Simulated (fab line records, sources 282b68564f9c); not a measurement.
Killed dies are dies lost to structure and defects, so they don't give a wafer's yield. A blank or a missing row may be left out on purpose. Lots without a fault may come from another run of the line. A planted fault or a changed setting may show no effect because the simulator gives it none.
A struck lot beside a sound one | flow rit_cmos | 16 steps out of a route of 202
Sound: wafers L984.3, L984.5, L984.6. Struck: wafers L990.1, L990.5, L990.6. The cause comes at the end.
At each step with rows: each side's tool, then ch and its chambers, then its first start. Under that, the readings that differ: sound wafers | struck wafers | difference of the means | sigmas: that difference in standard deviations of wafers without a fault.
alike: readings whose means differ by less than 2 such deviations, and words and numbers that are the same on both sides. not compared: withheld readings, readings that some wafer has no value for, bounds like >300 that may hide the same value, and numbers for which the record gives no deviation and whose values overlap.
The two part at a step that has a row with sigmas, a row that says differs or no value, or rows on one side only. Numbers that don't overlap but have no deviation are shown without sigmas and don't part them. A reading that every wafer of one side lacks parts them only if that side has two wafers or more.

first, 1 step without rows for these wafers: RIT_PRETRO_DEVELOP_05 (develop time 68 s).
RIT_PRETRO_OVL_MEAS_06:
  sound on overlay-02, day 2 13:12; struck on overlay-02, day 3 21:40
  reading         | sound       | struck         | difference | sigmas
  PRETRO_OVL (nm) | 1.7 2.1 0.6 | -1.1 -2.5 -1.8 | -3.3       | -3
then, 2 steps without rows for these wafers: RIT_PRETRO_HARDBAKE_07 (time 120 s); RIT_PRETRO_IMPLANT_08.
RIT_PRETRO_STRIP_09: strips in O2, time 180 s.
  sound on plasma_asher-03 ch 0,1, day 2 13:41; struck on plasma_asher-03 ch 0,1, day 3 22:05
  alike: drypump_motor_current_A
  not compared: rf_hours_counter_h
RIT_PRETRO_TW_MEAS_10:
  sound on film_metro-03, day 2 13:49; struck on film_metro-03, day 3 22:16
  alike: PRETRO_TW
then, 5 steps without rows for these wafers: RIT_GATE_WET_ETCH_00 (etches SiO2 in BOE, target depth 56 nm, time 60 s); RIT_GATE_CLEAN_01 (cleans in SC1, time 600 s); RIT_GATE_CLEAN_02 (cleans in dHF, time 30.91 s); RIT_GATE_CLEAN_03 (cleans in SC2, time 600 s); RIT_GATE_CLEAN_04 (cleans in dHF, time 60 s).
RIT_FOX2_THK_MEAS_91:
  sound on film_metro-02, day 2 14:17; struck on film_metro-04, day 3 23:02
  reading                     | sound       | struck      | difference | sigmas
  FIELD_OXIDE_LEFT_2_THK (nm) | 260 267 259 | 244 238 239 | -22        | -3
RIT_GATE_OXIDATION_05: target thk 3 nm, ox time 270 s.
  sound on furnace-02 ch 0, day 2 15:41; struck on furnace-03 ch 0, day 3 23:47
  reading                                     | sound             | struck            | difference | sigmas
  model.SiO2_of_GATE_OXIDATION_05.thk_nm (nm) | 2.952 2.971 2.941 | 3.312 3.335 3.309 | +0.364     |
then, 1 step without rows for these wafers: RIT_GATE_ANNEAL_06 (time 600 s).
RIT_GATE_THK_MEAS_07:
  sound on film_metro-03, day 2 17:02; struck on film_metro-03, day 4 01:20
  reading             | sound          | struck         | difference | sigmas
  GATE_OXIDE_THK (nm) | 2.99 3.04 2.91 | 3.32 3.33 3.32 | +0.34      | +4
  not compared: hold
RIT_M1_PROBE_99:
  the record has rows for the struck wafers here (prober-02, day 5 08:17) and none for the sound ones

WHERE THEY PART
First at RIT_PRETRO_OVL_MEAS_06; last, within this record, at RIT_M1_PROBE_99.

WHY: what the simulator had put in
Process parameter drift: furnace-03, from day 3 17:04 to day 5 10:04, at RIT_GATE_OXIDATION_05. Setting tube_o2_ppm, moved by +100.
